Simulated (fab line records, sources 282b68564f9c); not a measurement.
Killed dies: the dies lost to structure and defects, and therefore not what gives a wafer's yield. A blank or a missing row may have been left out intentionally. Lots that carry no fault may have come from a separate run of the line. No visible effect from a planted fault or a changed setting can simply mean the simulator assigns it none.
Struck lot and sound lot, side by side ; flow rit_cmos ; 44 out of 202 route steps
Sound: wafers L687.3, L687.4, L687.5. Wafers L686.1, L686.4, L686.6 were the ones struck. The cause is named last.
Per side, at each step with rows, come the tool, then ch with its chambers, and then its first start. Under that, the readings that differ: sound wafers ; struck wafers ; difference of the means ; sigmas: that difference in standard deviations of wafers without a fault.
alike: same words and numbers on both sides, and readings whose means sit less than 2 such deviations apart. not compared: any withheld reading, any reading some wafer has no value for, any bound like >300 that may hide the same value, and any number with overlapping values for which the record gives no deviation.
Wherever a step has rows on one side only, a row that says differs or no value, or a row with sigmas, the two part there. Numbers that don't overlap but have no deviation are shown without sigmas and don't part them. A reading missing from all wafers of one side parts the sides only when that side holds two or more wafers.

first, 3 steps without rows for these wafers: RIT_GATE_EXPOSE_13 (exposes mask M6, target cd 150 nm); RIT_GATE_PEB_14; RIT_GATE_DEVELOP_15 (develop time 50 s).
RIT_GATE_CD_MEAS_16 targets a cd of 150 nm.
  sound on cd_sem-02 at day 5 07:33; struck on cd_sem-02 at day 5 01:50
  alike: cd_nm
RIT_GATE_OVL_MEAS_17:
  sound on overlay-02 at day 5 07:38; struck on overlay-02 at day 5 01:58
  alike: GATE_OVL
then, 1 step without rows for these wafers: RIT_GATE_HARDBAKE_18 (time 60 s).
RIT_GATE_ETCH_19: etches poly-Si in SF6/CHF3/O2, stops on SiO2, time 165 s, target depth 312.5 nm.
  sound on rie_si-01 ch 1,3, day 5 07:49; struck on rie_si-02 ch 0,1, day 5 02:08
  alike: chamber_pressure_mTorr, drypump_motor_current_A, oes_product_au, throttle_valve_pct
  not compared: rf_hours_counter_h
RIT_GATE_STRIP_20: strips in O2, time 180 s.
  sound on plasma_asher-02 ch 0,1, day 5 07:59; struck on plasma_asher-01 ch 0, day 5 02:15
reading;sound;struck;difference;sigmas
drypump_motor_current_A (A);5.3 5.0 5.3;6.3 6.3 6.3;+1.1;+2
  alike: chamber_pressure_mTorr
  not compared: rf_hours_counter_h
RIT_GATE_CD_MEAS_90 targets a cd of 150 nm.
  sound on cd_sem-02 at day 5 08:08; struck on cd_sem-01 at day 5 02:26
  alike: cd_nm
then, 3 steps without rows for these wafers: RIT_REOX_CLEAN_00 (cleans in SC1, time 600 s); RIT_REOX_CLEAN_01 (cleans in dHF, time 30 s); RIT_REOX_CLEAN_02 (cleans in SC2, time 600 s).
RIT_REOX_OXIDATION_03: target thk 25.2 nm, ox time 5580 s.
  sound on furnace-04 ch 0, day 5 08:37; struck on furnace-02 ch 0, day 5 03:06
reading;sound;struck;difference;sigmas
spike_tc_centre_C (C);903.3 902.7 903.9;836.5 835.4 836.5;-67.2;-56
spike_tc_load_C (C);922 921 922;863 863 862;-59;-14
spike_tc_source_C (C);928.2 926.7 928.0;856.2 858.7 857.4;-70.2;-33
tube_center_temp_C (C);899.96 900.09 899.89;834.24 834.24 834.37;-65.70;-99 or more
tube_center_temp_C_max;902.6 902.3 902.4;836.8 837.1 836.6;-65.6;-99 or more
model.SiO2_of_REOX_OXIDATION_03.thk_nm (nm);25.48 25.14 24.86;11.89 12.04 11.96;-13.20;
model.poly-Si_of_GATE_CVD_08.thk_nm (nm);232.3 234.2 233.1;238.5 241.3 240.8;+7.0;
RIT_REOX_THK_MEAS_04:
  sound on film_metro-04 at day 5 11:11; struck on film_metro-04 at day 5 05:39
reading;sound;struck;difference;sigmas
REOX_OXIDE_THK (nm);25.5 25.2 24.9;11.9 12.0 11.9;-13.3;-34
then, 6 steps without rows for these wafers: RIT_NLDD_HMDS_00 (prime time 60 s); RIT_NLDD_COAT_01 (resist thk 1000 nm); RIT_NLDD_SOFTBAKE_02 (time 60 s); RIT_NLDD_EXPOSE_03 (exposes mask M7, target cd 40700 nm); RIT_NLDD_PEB_04; RIT_NLDD_DEVELOP_05 (develop time 50 s).
RIT_NLDD_OVL_MEAS_06:
  sound on overlay-02 at day 5 12:05; struck on overlay-01 at day 5 06:41
  alike: NLDD_OVL
then, 2 steps without rows for these wafers: RIT_NLDD_HARDBAKE_07 (time 60 s); RIT_NLDD_IMPLANT_08.
RIT_NLDD_STRIP_09: strips in O2, time 180 s.
  sound on plasma_asher-02 ch 0,1, day 5 12:28; struck on plasma_asher-02 ch 0,1, day 5 07:01
  alike: chamber_pressure_mTorr, drypump_motor_current_A
  not compared: rf_hours_counter_h
RIT_NLDD_TW_MEAS_10:
  sound on film_metro-01 at day 5 12:37; struck on film_metro-01 at day 5 07:12
  alike: NLDD_TW
then, 6 steps without rows for these wafers: RIT_PLDD_HMDS_00 (prime time 60 s); RIT_PLDD_COAT_01 (resist thk 1000 nm); RIT_PLDD_SOFTBAKE_02 (time 60 s); RIT_PLDD_EXPOSE_03 (exposes mask M8, target cd 40900 nm); RIT_PLDD_PEB_04; RIT_PLDD_DEVELOP_05 (develop time 50 s).
RIT_PLDD_OVL_MEAS_06:
  sound on overlay-01 at day 5 13:41; struck on overlay-02 at day 5 08:14
  alike: PLDD_OVL
then, 2 steps without rows for these wafers: RIT_PLDD_HARDBAKE_07 (time 60 s); RIT_PLDD_IMPLANT_08.
RIT_PLDD_STRIP_09: strips in O2, time 180 s.
  sound on plasma_asher-04 ch 0,1, day 5 14:05; struck on plasma_asher-03 ch 0,1, day 5 08:34
  alike: chamber_pressure_mTorr, drypump_motor_current_A
  not compared: rf_hours_counter_h
RIT_PLDD_TW_MEAS_10:
  sound on film_metro-03 at day 5 14:13; struck on film_metro-02 at day 5 08:44
reading;sound;struck;difference;sigmas
PLDD_TW;2307 2314 2309;2376 2385 2382;+71;+2
RIT_SPACER_CLEAN_00: cleans in SC1, time 600 s.
  sound on wet_bench-04 ch 1, day 5 14:15; struck on wet_bench-01 ch 0, day 5 08:48
reading;sound;struck;difference;sigmas
model.SiO2_of_REOX_OXIDATION_03.thk_nm (nm);23.5 23.18 22.93;10.97 11.11 11.03;-12.17;
  alike: bath_guard_temp_C
then, 3 steps without rows for these wafers: RIT_SPACER_CLEAN_01 (cleans in dHF, time 30 s); RIT_SPACER_CLEAN_02 (cleans in SC2, time 600 s); RIT_SPACER_CVD_03 (deposits Si3N4 from SiH2Cl2/NH3, target thk 250 nm, time 3300 s).
RIT_SPACER_THK_MEAS_04:
  sound on film_metro-01 at day 5 16:34; struck on film_metro-01 at day 5 11:19
  alike: SPACER_NITRIDE_THK
RIT_SPACER_ETCHBACK_05: etches Si3N4 in SF6/CHF3, stops on SiO2, target depth 250 nm, time 240 s.
  sound on rie_diel-03 ch 0,3, day 5 16:37; struck on rie_diel-02 ch 0,1,3, day 5 11:22
reading;sound;struck;difference;sigmas
oes_product_au (a.u.);0.872 0.845 0.876;0.827 0.826 0.838;-0.034;-2
  alike: chamber_pressure_mTorr, drypump_motor_current_A, throttle_valve_pct
  not compared: rf_hours_counter_h
RIT_SDANNEAL_CLEAN_02: cleans in SC2, time 600 s.
  sound on wet_bench-03 ch 2, day 5 19:57; struck on wet_bench-04 ch 0, day 5 14:37
reading;sound;struck;difference;sigmas
model.poly-Si_of_GATE_CVD_08.thk_nm (nm);160.2 163.2 160.9;171.9 173.1 171.3;+10.7;
  alike: bath_guard_temp_C
RIT_M1_PROBE_99:
  sound on prober-02 at day 6 03:32; struck on prober-01 at day 5 22:15
reading;sound;struck;difference;sigmas
model.etest.pmos_turned.r_on_ohm_um;3696 3592 3450;2344 2323 2293;-1259;
model.etest.pmos_0p3.r_on_ohm_um;6468 6347 6270;5254 5250 5314;-1089;
model.etest.pmos_0p15.r_on_ohm_um;2940 2870 2784;1969 1960 1930;-912;
model.etest.pldd.rs_ohm_sq;589.8 564.3 549;233.9 233.5 234;-333.9;
model.etest.nldd.rs_ohm_sq;367.1 360.9 355;227.8 226.7 226.5;-134.0;
model.etest.nmos_0p15.r_on_ohm_um;1154 1113 1119;899.2 903 909;-224.9;
model.etest.nmos_0p3.r_on_ohm_um;2173 2148 2126;1929 1932 1960;-209;
model.etest.nmos_turned.drive_ua_um;336.9 339.2 353.6;464.4 472 472.7;+126.5;
  alike: killed_at_contacts, killed_at_front_end, killed_dies, killed_open, killed_short

WHERE THEY PART
Last at RIT_SPACER_ETCHBACK_05 as far as this record goes, first at RIT_GATE_STRIP_20. Later steps at which nothing parts them and some readings are alike: RIT_SDANNEAL_CLEAN_02, RIT_M1_PROBE_99.

WHY: the cause the simulator had injected
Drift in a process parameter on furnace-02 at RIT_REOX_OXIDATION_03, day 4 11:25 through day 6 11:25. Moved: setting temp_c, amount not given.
